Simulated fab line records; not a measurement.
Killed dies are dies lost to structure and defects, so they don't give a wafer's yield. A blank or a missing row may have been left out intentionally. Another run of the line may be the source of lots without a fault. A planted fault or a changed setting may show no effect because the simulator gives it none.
fab line records | flow berkeley-cmos170
[record] lots = 14 wafers = 42 last-day = 12
route steps=331 shown ACTIVE@62 NSD@193 M1@248 V1@257
lots with no fault: from the same line, run without faults
start-h: start of the lot's first displayed wafer, in hours after the record's first day | wait-h: hours from the lot's prior step to this one | " identical to the entry in the row above | L1.1+2: several wafers, shown together as one row | - value missing, or start not given | * or withheld: withheld | < > ~ a bound
route shown NAME@n: a module of which the file shows steps, and the number in the route of the first | usual: the fault-free wafers' mean and standard deviation | same: alike in all rows | chamber/n: place in a boat | sites: readings site by site | _std_site: their standard deviation | _edge_site: mean of outer sites minus mean of inner sites | radius-mm: how far each site lies from the wafer's centre | mask NAME#n: copy n | behind: the most recent tool/chamber to have shaped the wafer | hold: the reason the lot was held/the length of the hold in hours/how it ended | device: transistor that didn't switch, given as n, p or np | end of line: at the end of the route, the tests of the same wafers | a step without rows: its recipe alone | killed: dies that structure and defects cost at the first sort, which is not the same as the wafer's yield | map: shows each die of a wafer: x if killed, . if not, _ if none is there
set.NAME: setting as actually run; set.NAME@STEP: the setting as run at that earlier step | model.NAME: the simulator's own value behind a step, which no gauge read
a sample of lots followed through the steps of the route, with each step as a table and each wafer as a row
services: when a tool's chamber went out of use (start-h, in hours from the record's first day, below 0 if earlier), for how many hours, and the reason
[[steps]]
[step UCB170_ACTIVE_OXIDATION_02]
[recipe] temp-c = 1000 ambient = O2 target-thk-a = 264 ox-time-s = 1260
[usual] ox-temp-c = 999.9/0.51 ox-temp-c-max = 1003.5/1.4
// columns lot.wafer tool chamber start-h wait-h ox-temp-c ox-temp-c-max
L421.2 furnace-04 0 64.46 2.3 1000.0 1003.0
L421.3 " 0 " " 999.9 1003.6
L421.6 " 0 " " 999.6 1003.5
L422.1 furnace-01 0 71.20 1.0 1000.2 1006.9
L422.5 " 0 " " 999.8 1005.5
L422.6 " 0 " " 999.7 1006.9
L424.3 furnace-03 0 83.72 1.0 999.6 1003.1
L424.4 " 0 " " 1000.6 1003.5
L424.5 " 0 " " 999.7 1001.7
L428.3 furnace-03 0 100.95 1.4 999.8 1002.8
L428.4 " 0 " " 999.2 1002.3
L428.6 " 0 " " 1000.3 1002.6
L429.1 furnace-03 0 100.95 1.4 1000.4 1004.0
L429.4 " 0 " " 1000.3 1003.1
L429.5 " 0 " " 999.7 1003.6
L432.1 furnace-03 - 125.68 2.4 - -
L432.4 " - " " - -
L432.5 " - " " - -
L433.2 furnace-04 - 129.83 0.4 - -
L433.5 " - " " - -
L433.6 " - " " - -
L434.3 furnace-04 0 129.83 0.4 998.7 1001.7
L434.4 " 0 " " 999.4 1003.3
L434.5 " 0 " " 999.1 1002.3
L435.1 furnace-04 0 143.76 1.4 1000.4 1003.9
L435.2 " 0 " " 1001.2 1004.7
L435.4 " 0 " " 1000.5 1003.7
L436.1 furnace-04 0 143.76 1.4 1000.4 1004.4
L436.2 " 0 " " 1000.8 1004.6
L436.3 " 0 " " 999.8 1003.3
L437.3 furnace-04 0 143.76 1.4 999.8 1004.4
L437.4 " 0 " " 1000.5 1003.2
L437.5 " 0 " " 1000.4 1003.6
L440.1 furnace-01 0 161.94 1.7 1000.5 1007.7
L440.2 " 0 " " 999.9 1007.3
L440.6 " 0 " " 1001.0 1006.9
L441.2 furnace-04 0 166.37 2.7 999.7 1003.5
L441.4 " 0 " " 1000.0 1002.9
L441.5 " 0 " " 999.3 1002.1
L442.2 furnace-03 0 172.81 2.4 999.9 1002.5
L442.4 " 0 " " 1000.4 1003.0
L442.6 " 0 " " 999.2 1001.7
[step UCB170_NSD_CD_MEAS_06]
[recipe] target-cd-nm = 1200
[usual] cd-nm = 1200.0/1.4
// columns lot.wafer tool chamber start-h wait-h cd-nm
L421.2 cd-sem-02 - 126.99 - 1200.8
L421.3 " - " " 1200.4
L421.6 " - " " 1200.0
L422.1 cd-sem-01 - 136.01 - 1201.6
L422.5 " - " " 1202.5
L422.6 " - " " 1202.0
L424.3 cd-sem-01 - 155.73 - 1199.7
L424.4 " - " " 1200.8
L424.5 " - " " 1200.5
L429.1 cd-sem-01 - 160.34 - 1199.4
L429.4 " - " " 1200.4
L429.5 " - " " 1200.0
L428.3 cd-sem-02 - 160.60 - 1199.6
L428.4 " - " " 1203.0
L428.6 " - " " 1200.5
L434.3 cd-sem-01 - 192.57 - 1200.1
L434.4 " - " " 1199.0
L434.5 " - " " 1201.4
L435.1 cd-sem-02 - 221.66 - 1199.5
L435.2 " - " " 1199.0
L435.4 " - " " 1200.2
L437.3 cd-sem-01 - 221.95 - 1201.7
L437.4 " - " " 1200.8
L437.5 " - " " 1201.9
L436.1 cd-sem-01 - 222.22 - 1201.1
L436.2 " - " " 1201.8
L436.3 " - " " 1201.6
L441.2 cd-sem-02 - 231.96 - 1199.1
L441.4 " - " " 1199.5
L441.5 " - " " 1199.1
L440.1 cd-sem-02 - 232.12 - 1199.2
L440.2 " - " " 1199.8
L440.6 " - " " 1200.9
L442.2 cd-sem-02 - 249.16 - 1202.8
L442.4 " - " " 1202.3
L442.6 " - " " 1201.1
[step UCB170_M1_OVL_MEAS_10]
[usual] M1_OVL = 0/6
// columns lot.wafer tool chamber start-h wait-h M1_OVL[nm]
L421.2 overlay-01 - 139.40 0.1 3
L421.3 " - " " -9
L421.6 " - " " 3
L422.1 overlay-01 - 146.12 0.1 -8
L422.5 " - " " -7
L422.6 " - " " 1
L424.3 overlay-02 - 164.63 0.1 -4
L424.4 " - " " 1
L424.5 " - " " 0
L429.1 overlay-01 - 169.82 0.1 11
L429.4 " - " " 0
L429.5 " - " " 2
L428.3 overlay-02 - 169.90 0.1 -9
L428.4 " - " " -1
L428.6 " - " " 0
L434.3 overlay-02 - 200.51 0.1 -3
L434.4 " - " " -3
L434.5 " - " " -10
L435.1 overlay-02 - 231.76 0.1 9
L435.2 " - " " 1
L435.4 " - " " -1
L436.1 overlay-01 - 234.98 0.1 13
L436.2 " - " " 10
L436.3 " - " " 12
L437.3 overlay-02 - 235.29 0.1 -7
L437.4 " - " " -7
L437.5 " - " " 1
L441.2 overlay-01 - 248.59 0.1 -9
L441.4 " - " " -9
L441.5 " - " " -12
L440.1 overlay-02 - 248.70 0.1 1
L440.2 " - " " -2
L440.6 " - " " 2
L442.2 overlay-02 - 261.94 0.1 -4
L442.4 " - " " 2
L442.6 " - " " -10
[step UCB170_V1_BOW_MEAS_03]
[recipe] mode = bow
[usual] V1_BOW = 19/6.5
// columns lot.wafer tool chamber start-h wait-h V1_BOW[um]
L421.2 film-metro-03 - 142.98 0.2 21
L421.3 " - " " 17
L421.6 " - " " 9
L422.1 film-metro-01 - 149.99 0.2 33
L422.5 " - " " 16
L422.6 " - " " 28
L424.3 film-metro-01 - 170.37 0.2 22
L424.4 " - " " 28
L424.5 " - " " 19
L429.1 film-metro-01 - 174.33 0.1 17
L429.4 " - " " 17
L429.5 " - " " 20
L428.3 film-metro-02 - 174.67 0.2 27
L428.4 " - " " 17
L428.6 " - " " 10
L434.3 film-metro-03 - 207.03 0.2 23
L434.4 " - " " 32
L434.5 " - " " 30
L435.1 film-metro-02 - 234.85 0.1 3
L435.2 " - " " 11
L435.4 " - " " 21
L436.1 film-metro-02 - 240.03 0.1 26
L436.2 " - " " 21
L436.3 " - " " 20
L437.3 film-metro-01 - 240.07 0.2 18
L437.4 " - " " 21
L437.5 " - " " 15
L440.1 film-metro-01 - 251.73 0.2 23
L440.2 " - " " 21
L440.6 " - " " 25
L441.2 film-metro-03 - 251.75 0.2 15
L441.4 " - " " 20
L441.5 " - " " 13
L442.2 film-metro-02 - 266.65 0.2 19
L442.4 " - " " 18
L442.6 " - " " 14
[[services]]
// columns tool chamber start-h hours kind
furnace-04 - 45.89 3.0 pm
furnace-01 - 171.63 3.0 pm
[[key]]
[first-sign] step = UCB170_ACTIVE_OXIDATION_02 reading = tool-record direction = missing
effect none on later readings
met-at UCB170_ACTIVE_OXIDATION_02
struck-lots L432,L433
later-rows-left-out L432.1,L432.4,L432.5,L433.2,L433.5,L433.6
sort-left-out L432.1,L432.4,L432.5,L433.2,L433.5,L433.6
tester-left-out L432,L433
not-acting-at UCB170_NSD_CD_MEAS_06,UCB170_M1_OVL_MEAS_10,UCB170_V1_BOW_MEAS_03
onset-between 100.95 125.68
[fault] kind = skipped-step-whole tool = furnace-03,furnace-04 chamber = - onset-h = 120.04 steps = UCB170_ACTIVE_OXIDATION_02 scope = struck-lots-only
// tester-left-out: of these lots the tester's yield and bins aren't shown, on N5 and GAA mostly nor the transistor test; their killed dies are dies lost to structure and defects alone, not to doping, threshold or leakage, so they don't give the yield
// sort-left-out: the simulated sort isn't trusted on such a fault, so these wafers' sort isn't shown, and their yield isn't known
// later-rows-left-out: the simulator's readings of these wafers behind a module that went badly wrong aren't trusted and aren't shown, but for the sort
